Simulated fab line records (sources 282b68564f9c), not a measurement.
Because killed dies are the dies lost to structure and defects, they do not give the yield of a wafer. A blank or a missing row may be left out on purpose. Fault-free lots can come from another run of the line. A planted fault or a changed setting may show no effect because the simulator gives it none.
fab line records -- flow rit_cmos -- part 2 of 2: steps 31 to 31 of 31
record lots=5, wafers=23
route steps=202 shown NWELL@36 NRETRO@54 PRETRO@72 GATE@81 PLDD@115 NSD@139 PSD@150 SDANNEAL@155 SILICIDE@162 M1@190
start_h: hours from the record's first day to the start of the lot's first wafer shown -- wait_h: time in hours since the lot's previous step -- " identical to the entry in the row above -- L1.1+2: one row covering several wafers at once -- - no value, or no start given -- * or withheld: withheld -- < > ~ a bound
route shown NAME@n: a module of which the file shows steps, and the number in the route of the first -- usual: mean/standard deviation of fault-free wafers -- same: alike in all rows -- chamber/n: place in a boat -- sites: per-site readings -- _std_site: their standard deviation -- _edge_site: the outer-site mean with the inner-site mean subtracted -- radius_mm: for every site, how far away it sits from the centre of the wafer -- mask NAME#n: copy n -- behind: the tool/chamber that last shaped the wafer -- hold: what put the lot on hold/how long, in hours/how the hold closed -- device: the transistor (n, p or np) that didn't switch -- end of line: the same wafers' tests at the end of the route -- for a step that has no rows: nothing shown but its recipe -- killed: count of dies lost to structure and defects at first sort (not the wafer's yield) -- map: a wafer's dies, marking killed ones x, the rest . and places with no die _
set.NAME: the setting that was run; set.NAME@STEP: the one run at that earlier step -- model.NAME: the simulator's own value behind a step, which no gauge read
one table per step and one row per wafer, for lots whose settings were changed on purpose
## steps
# step RIT_M1_PROBE_99
# usual killed_at_M0_to_M3=0.0/0.12, killed_at_contacts=0.1/0.25, killed_at_front_end=6.8/2.9, killed_dies=6.8/2.9, killed_open=3.3/1.9, killed_short=3.4/2
# same gross_dies=264, killed_at_M4_up=0, killed_at_back_side=0, killed_at_other=0
lot.wafer,tool,chamber,start_h,wait_h,set.temp_c@GATE_OXIDATION_05,killed_at_M0_to_M3,killed_at_contacts,killed_at_front_end,killed_dies,killed_open,killed_short,model.etest.nmos_0p15.drive_ua_um,model.etest.nmos_0p3.drive_ua_um,model.etest.nmos_0p3.r_on_ohm_um,model.etest.nmos_narrow.drive_ua_um,model.etest.pmos_0p15.r_on_ohm_um,model.etest.pmos_0p3.r_on_ohm_um,model.etest.pmos_turned.r_on_ohm_um
L076.1,prober-02,-,71.86,0.1,900,0,1,5,6,3,3,445.8,221.8,2160,229.6,2798,6239,3436
L076.2,prober-02,-,71.91,0.1,900,0,0,5,5,5,0,469.9,230.8,2094,234.8,2697,6223,3317
L076.3,prober-02,-,71.96,0.2,900,0,0,4,4,2,2,445.9,216.3,2221,221.1,2819,6430,3421
L076.4,prober-02,-,72.01,0.2,900,0,0,10,10,2,8,458.2,220.2,2187,224.8,2827,6450,3433
L076.6,prober-02,-,72.11,0.2,900,0,0,4,4,2,2,472.6,232,2125,237.5,2730,6256,3335
L077.1,prober-01,-,76.95,0.1,923.1,0,0,8,8,3,5,380.5,157.2,2605,153.8,3111,7663,3844
L077.3,prober-01,-,77.05,0.2,923.1,0,0,4,4,2,2,390.1,154.1,2614,153.1,3016,7657,3725
L077.4,prober-01,-,77.10,0.2,923.1,0,0,8,8,6,2,385.3,156.4,2663,155.3,3182,7883,3906
L077.5,prober-01,-,77.15,0.2,923.1,0,0,7,7,3,4,386.5,158.8,2579,157.6,3110,7730,3829
L077.6,prober-01,-,77.20,0.2,923.1,0,0,4,4,2,2,380.1,152.3,2626,153.8,3116,7773,3832
L079.2,prober-01,-,88.39,0.1,877.2,0,0,8,8,4,4,-,-,-,-,-,-,-
L079.3,prober-01,-,88.44,0.2,877.2,0,0,8,8,4,3,-,-,-,-,-,-,-
L079.4,prober-01,-,88.49,0.2,877.2,1,0,4,5,3,2,-,-,-,-,-,-,-
L079.5,prober-01,-,88.54,0.2,877.2,0,0,4,4,3,1,-,-,-,-,-,-,-
L079.6,prober-01,-,88.59,0.2,877.2,0,0,4,4,2,2,-,-,-,-,-,-,-
L081.2,prober-01,-,97.09,0.1,888.9,0,0,7,7,3,3,539.7,276,1924,276.8,2486,5519,3042
L081.3,prober-01,-,97.14,0.2,888.9,0,0,9,9,6,3,526.4,266.7,1999,270.7,2518,5554,3087
L081.4,prober-01,-,97.19,0.2,888.9,0,0,4,4,1,2,535.8,277,1944,279.5,2558,5588,3133
L081.5,prober-01,-,97.24,0.2,888.9,0,0,4,4,1,2,529.4,271.4,1943,265.9,2490,5486,3065
L081.6,prober-01,-,97.29,0.2,888.9,0,0,1,1,1,0,536.3,272,1908,273.8,2505,5541,3050
L084.1,prober-02,-,109.13,0.1,900,0,0,7,7,5,2,465.8,222.1,2160,220.3,2679,6273,3255
L084.3,prober-02,-,109.23,0.2,900,0,0,5,5,3,2,470.4,225.4,2167,225.6,2680,6203,3302
L084.5,prober-02,-,109.33,0.2,900,0,0,6,6,1,5,470.6,222.2,2149,217.9,2690,6301,3296
# killed by level:class
L076.1 FOX2:geometric_particle:short=2 SILICIDE:geometric_particle:open=2 GATE:geometric_particle:open=1 CONTACT:geometric_particle:short=1
L076.2 GATE:geometric_particle:open=2 SPACER:geometric_particle:open=1 FOX1:geometric_particle:open=1 SILICIDE:geometric_particle:open=1
L076.3 GATE:geometric_particle:short=1 SPACER:geometric_particle:short=1 SPACER:geometric_particle:open=1 SILICIDE:geometric_particle:open=1
L076.4 GATE:geometric_particle:short=5 REOX:geometric_particle:short=2 FOX2:geometric_particle:short=1 FOX2:geometric_particle:open=1 GATE:geometric_particle:open=1
L076.6 FOX1:geometric_particle:open=1 GATE:geometric_particle:open=1 GATE:geometric_particle:short=1 REOX:geometric_particle:short=1
L077.1 SPACER:geometric_particle:short=3 SPACER:geometric_particle:open=2 SILICIDE:geometric_particle:short=2 GATE:geometric_particle:open=1
L077.3 GATE:geometric_particle:short=2 GATE:geometric_particle:open=1 SILICIDE:geometric_particle:open=1
L077.4 FOX2:geometric_particle:open=2 GATE:geometric_particle:open=2 SILICIDE:geometric_particle:open=2 REOX:geometric_particle:short=1 SILICIDE:geometric_particle:short=1
L077.5 GATE:geometric_particle:open=2 FOX1:geometric_particle:open=1 FOX1:geometric_particle:short=1 FOX2:geometric_particle:short=1 GATE:geometric_particle:short=1 REOX:geometric_particle:short=1
L077.6 GATE:geometric_particle:open=2 FOX1:geometric_particle:short=1 SILICIDE:geometric_particle:short=1
L079.2 GATE:geometric_particle:short=3 REOX:geometric_particle:open=2 FOX2:geometric_particle:short=1 FOX2:geometric_particle:open=1 GATE:geometric_particle:open=1
L079.3 GATE:geometric_particle:open=2 FOX1:geometric_particle:short=1 FOX1:geometric_particle:open=1 FOX2:geometric_particle:open=1 GATE:geometric_particle:short=1 REOX:geometric_particle:short=1 NLDD:coat_microbubble_printed=1
L079.4 REOX:geometric_particle:open=2 GATE:geometric_particle:short=1 SILICIDE:geometric_particle:short=1 M1:geometric_particle:open=1
L079.5 FOX2:geometric_particle:short=1 GATE:geometric_particle:open=1 REOX:geometric_particle:open=1 SPACER:geometric_particle:open=1
L079.6 FOX1:geometric_particle:short=1 FOX1:geometric_particle:open=1 GATE:geometric_particle:short=1 REOX:geometric_particle:open=1
L081.2 GATE:geometric_particle:open=2 GATE:geometric_particle:short=2 FOX1:geometric_particle:short=1 FOX2:geometric_particle:open=1 PRETRO:coat_microbubble_printed=1
L081.3 GATE:geometric_particle:open=4 FOX2:geometric_particle:open=2 GATE:geometric_particle:short=2 FOX2:geometric_particle:short=1
L081.4 FOX2:geometric_particle:short=1 GATE:geometric_particle:short=1 GATE:geometric_particle:open=1 PRETRO:coat_microbubble_printed=1
L081.5 GATE:geometric_particle:open=1 GATE:geometric_particle:short=1 SILICIDE:geometric_particle:short=1 PRETRO:coat_microbubble_printed=1
L081.6 FOX2:geometric_particle:open=1
L084.1 FOX1:geometric_particle:open=2 GATE:geometric_particle:short=2 FOX2:geometric_particle:open=1 GATE:geometric_particle:open=1 SPACER:geometric_particle:open=1
L084.3 GATE:geometric_particle:short=2 GATE:geometric_particle:open=2 REOX:geometric_particle:open=1
L084.5 FOX1:geometric_particle:short=3 GATE:geometric_particle:short=2 FOX2:geometric_particle:open=1
## key
split step=RIT_NWELL_IMPLANT_08, setting=energy_kev, stated=170, by=wafer
response step=RIT_NWELL_IMPLANT_08, reading=model.implant.rp_nm, change=+2.18, per=1%, r=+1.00
response step=RIT_NWELL_IMPLANT_08, reading=model.implant.drp_nm, change=+0.513, per=1%, r=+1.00
split step=RIT_NRETRO_COAT_01, setting=resist_thk_nm, stated=1300, by=wafer
response step=RIT_NRETRO_COAT_01, reading=model.NOVOLAK_of_NRETRO_COAT_01.thk_nm, change=+12.9, per=1%, r=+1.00
response step=RIT_NRETRO_HARDBAKE_07, reading=model.NOVOLAK_of_NRETRO_COAT_01.thk_nm, change=+11.1, per=1%, r=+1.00
split step=RIT_NRETRO_IMPLANT_08, setting=energy_kev, stated=70, by=wafer
response step=RIT_NRETRO_IMPLANT_08, reading=model.implant.rp_nm, change=+0.875, per=1%, r=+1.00
response step=RIT_NRETRO_IMPLANT_08, reading=model.implant.drp_nm, change=+0.286, per=1%, r=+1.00
split step=RIT_PRETRO_IMPLANT_08, setting=energy_kev, stated=45, by=wafer
response step=RIT_PRETRO_IMPLANT_08, reading=model.implant.rp_nm, change=+1.35, per=1%, r=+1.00
response step=RIT_PRETRO_IMPLANT_08, reading=model.implant.drp_nm, change=+0.321, per=1%, r=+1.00
split step=RIT_GATE_OXIDATION_05, setting=temp_c, stated=900, by=lot
response step=RIT_GATE_OXIDATION_05, reading=model.SiO2_of_GATE_OXIDATION_05.thk_nm, change=+0.33, per=1%, r=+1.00
response step=RIT_GATE_THK_MEAS_07, reading=GATE_OXIDE_THK, change=+0.33, per=1%, r=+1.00
response step=RIT_M1_PROBE_99, reading=model.etest.pmos_0p3.r_on_ohm_um, change=+576, per=1%, r=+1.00
response step=RIT_M1_PROBE_99, reading=model.etest.pmos_turned.r_on_ohm_um, change=+196, per=1%, r=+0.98
response step=RIT_M1_PROBE_99, reading=model.etest.nmos_0p3.r_on_ohm_um, change=+178, per=1%, r=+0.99
response step=RIT_M1_PROBE_99, reading=model.etest.pmos_0p15.r_on_ohm_um, change=+154, per=1%, r=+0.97
response step=RIT_M1_PROBE_99, reading=model.etest.nmos_0p15.drive_ua_um, change=-37.4, per=1%, r=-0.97
response step=RIT_M1_PROBE_99, reading=model.etest.nmos_narrow.drive_ua_um, change=-30.6, per=1%, r=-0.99
split step=RIT_PLDD_COAT_01, setting=spin_rpm, stated=3250, by=wafer
response step=RIT_PLDD_COAT_01, reading=model.NOVOLAK_of_PLDD_COAT_01.thk_nm, change=-4.82, per=1%, r=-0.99
response step=RIT_PLDD_HARDBAKE_07, reading=model.NOVOLAK_of_PLDD_COAT_01.thk_nm, change=-4.22, per=1%, r=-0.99
split step=RIT_NSD_IMPLANT_08, setting=dose_cm2, stated=1e+15, by=wafer
response step=RIT_SDANNEAL_RS_MEAS_05, reading=NSD_RS, change=-0.681, per=1%, r=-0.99
split step=RIT_PSD_IMPLANT_08, setting=energy_kev, stated=27, by=wafer
response step=RIT_PSD_IMPLANT_08, reading=model.implant.rp_nm, change=+0.182, per=1%, r=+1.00
response step=RIT_PSD_IMPLANT_08, reading=model.implant.drp_nm, change=+0.085, per=1%, r=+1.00
response step=RIT_SDANNEAL_RS_MEAS_04, reading=PSD_RS, change=-0.559, per=1%, r=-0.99
split step=RIT_SILICIDE_SPUTTER_01, setting=power_w, stated=350, by=wafer
response step=RIT_SILICIDE_SPUTTER_01, reading=model.Ti_of_SILICIDE_SPUTTER_01.thk_nm, change=+0.332, per=1%, r=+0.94
response step=RIT_SILICIDE_RS_MEAS_02, reading=SILICIDE_TI_RS, change=-0.702, per=1%, r=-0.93
response step=RIT_SILICIDE_THK_MEAS_03, reading=SILICIDE_TI_THK, change=+0.319, per=1%, r=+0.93
split step=RIT_M1_EXPOSE_06, setting=dose_mj, stated=250, by=wafer
response step=RIT_M1_CD_MEAS_09, reading=cd_nm, change=-2.61, per=1%, r=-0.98
